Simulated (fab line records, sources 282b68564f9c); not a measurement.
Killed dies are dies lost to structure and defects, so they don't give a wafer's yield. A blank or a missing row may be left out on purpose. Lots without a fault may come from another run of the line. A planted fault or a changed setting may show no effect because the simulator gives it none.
Which tool did it? | flow rit_cmos | 14 lots, 42 wafers sampled, at 2 steps of a route of 202

WHAT THE GAUGES READ, wafer by wafer
RIT_ACTIVE_THK_MEAS_04.
lot  | measured    | on            | ACTIVE_NITRIDE_THK (nm)
L414 | day 1 13:44 | film_metro-03 | 150.2 149.3 149.3
L415 | day 1 18:42 | film_metro-01 | 150.2 150.5 149.1
L416 | day 1 23:33 | film_metro-01 | 151.7 152.8 153.7
L417 | day 2 04:32 | film_metro-01 | 148.1 148.7 148.8
L418 | day 2 09:32 | film_metro-03 | 151.5 150.8 150.5
L419 | day 2 16:39 | film_metro-01 | 151.0 149.4 149.7
L421 | day 3 02:16 | film_metro-01 | 40.4 41.3 41.0
L424 | day 3 16:50 | film_metro-02 | 39.0 39.3 39.0
L429 | day 4 18:02 | film_metro-01 | 150.8 150.5 150.6
L430 | day 4 23:37 | film_metro-03 | 151.1 152.1 150.8
L431 | day 5 04:02 | film_metro-03 | 149.7 148.9 149.3
L435 | day 5 23:25 | film_metro-03 | 148.2 147.5 147.8
L436 | day 6 04:34 | film_metro-01 | 149.5 150.5 151.6
L437 | day 6 09:49 | film_metro-03 | 147.6 147.6 147.9

WHICH TOOL RAN EACH LOT (tool, then ch and the chambers of the sampled wafers, then the start)
lot  | RIT_ACTIVE_CVD_03
L414 | lpcvd-01 ch 0, day 1 12:17
L415 | lpcvd-01 ch 0, day 1 17:16
L416 | lpcvd-01 ch 1, day 1 22:07
L417 | lpcvd-01 ch 1, day 2 03:07
L418 | lpcvd-02 ch 1, day 2 08:07
L419 | lpcvd-01 ch 0, day 2 14:31
L421 | lpcvd-01 ch 1, day 3 00:50
L424 | lpcvd-01 ch 1, day 3 15:24
L429 | lpcvd-02 ch 0, day 4 15:55
L430 | lpcvd-02 ch 0, day 4 21:28
L431 | lpcvd-02 ch 1, day 5 01:54
L435 | lpcvd-01 ch 0, day 5 21:59
L436 | lpcvd-02 ch 1, day 6 02:26
L437 | lpcvd-01 ch 0, day 6 07:41
- RIT_ACTIVE_CVD_03: deposits Si3N4 from SiH2Cl2/NH3, target thk 150 nm, time 1500 s.

WHAT THE TOOLS THEMSELVES READ (means of the sampled wafers that have a number; where no wafer has one, the mark that the record gives instead)
RIT_ACTIVE_CVD_03.
lot  | tool     | sih2cl2_flow_sccm (sccm)
L414 | lpcvd-01 | 60.03
L415 | lpcvd-01 | 59.85
L416 | lpcvd-01 | 59.93
L417 | lpcvd-01 | 59.95
L418 | lpcvd-02 | 59.89
L419 | lpcvd-01 | 59.90
L421 | lpcvd-01 | 59.92
L424 | lpcvd-01 | 60.15
L429 | lpcvd-02 | 60.08
L430 | lpcvd-02 | 60.02
L431 | lpcvd-02 | 59.77
L435 | lpcvd-01 | 60.04
L436 | lpcvd-02 | 60.09
L437 | lpcvd-01 | 60.06

THE ANSWER, worked out from the rows above alone
Rule: what is usual is taken from the lots themselves. Put in order of their means at a reading, lots are off if they are a third of the lots or fewer, leave a main group of 4 or more, and stand apart from it by a gap of 3 or more times the standard deviation of the main group's means; of several such gaps the widest counts. A main group whose means are all the same, to the digits that the tables above print for the reading, isn't used. A lot without any number at a reading at which 4 lots or more have one is off too. The other lots that the step has rows for count as sound. The gauges are gone through in route order, then the tools' own readings, and for those a lot's mean is taken as printed above. The first step at which some lot is off is used, and at that step the reading that is off furthest; a lot without a number counts as furthest.
Off: L421, L424, at RIT_ACTIVE_THK_MEAS_04 (ACTIVE_NITRIDE_THK). The main group: mean 149.9 nm, standard deviation 1.4.
A tool fits if, at a process step before that reading, it ran every lot that is off, and no sound lot after the first of them. The gauges at RIT_ACTIVE_THK_MEAS_04 are tried like those tools. None of those tried fits.

WHAT THE SIMULATOR HAD PUT IN
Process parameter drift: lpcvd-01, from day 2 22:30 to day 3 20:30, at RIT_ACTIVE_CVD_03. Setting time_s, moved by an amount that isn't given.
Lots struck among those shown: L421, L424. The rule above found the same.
